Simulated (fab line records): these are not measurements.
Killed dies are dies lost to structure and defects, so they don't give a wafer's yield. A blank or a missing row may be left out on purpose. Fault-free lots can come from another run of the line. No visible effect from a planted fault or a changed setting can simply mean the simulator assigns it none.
Matching of chambers / flow berkeley cmos170 / pecvd-01 running UCB170_V2_CVD_00: 3 sister chambers
The step deposits SiO2 from TEOS/O2, target thk 2000 nm, time 250 s. 14 wafers are shown with their chamber, then 7 later ones without.

## WAFERS PAIRED WITH THEIR CHAMBERS
wafer=L732.1; chamber=0; heater power w (W)=263
wafer=L732.5; chamber=1; heater power w (W)=369
wafer=L732.6; chamber=2; heater power w (W)=261
wafer=L734.3; chamber=2; heater power w (W)=218
wafer=L734.5; chamber=2; heater power w (W)=264
wafer=L734.6; chamber=1; heater power w (W)=280
wafer=L736.1; chamber=0; heater power w (W)=200
wafer=L736.3; chamber=2; heater power w (W)=203
wafer=L736.4; chamber=2; heater power w (W)=273
wafer=L738.2; chamber=0; heater power w (W)=249
wafer=L738.4; chamber=0; heater power w (W)=197
wafer=L738.5; chamber=1; heater power w (W)=385
wafer=L743.1; chamber=0; heater power w (W)=257
wafer=L743.2; chamber=2; heater power w (W)=265

SIGNATURES (means of the wafers above)
reading=heater power w; chamber 0=233.20; chamber 1=344.67; chamber 2=247.33; scatter within a chamber=36.7
Rule: a wafer's distance from a chamber is the root of the sum, over the readings, of the square of ((its reading less the chamber's mean) divided by the reading's scatter). The wafer belongs to the nearest chamber; if the next one is less than 2 further off, it can't be placed. How the scatter is found: for the shown wafers, subtract from each reading the mean of its chamber, square and add these, divide the total by (wafers less chambers), then take the root.

## WAFERS MISSING THEIR CHAMBER
wafer=L743.5; heater power w (W)=184
wafer=L744.2; heater power w (W)=267
wafer=L744.4; heater power w (W)=192
wafer=L744.5; heater power w (W)=182
wafer=L750.1; heater power w (W)=257
wafer=L750.3; heater power w (W)=383
wafer=L750.6; heater power w (W)=278

## WHICH CHAMBER EACH WENT THROUGH
wafer=L743.5; from the rows above=can't be placed: 0 or 2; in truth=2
wafer=L744.2; from the rows above=can't be placed: 2 or 0 or 1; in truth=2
wafer=L744.4; from the rows above=can't be placed: 0 or 2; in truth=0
wafer=L744.5; from the rows above=can't be placed: 0 or 2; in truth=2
wafer=L750.1; from the rows above=can't be placed: 2 or 0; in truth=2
wafer=L750.3; from the rows above=1; in truth=1
wafer=L750.6; from the rows above=can't be placed: 2 or 0 or 1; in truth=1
1 of 7 placed correctly. Unplaceable from these rows: 6, with the true chamber sitting among the candidates in 6. 0 placed wrongly.
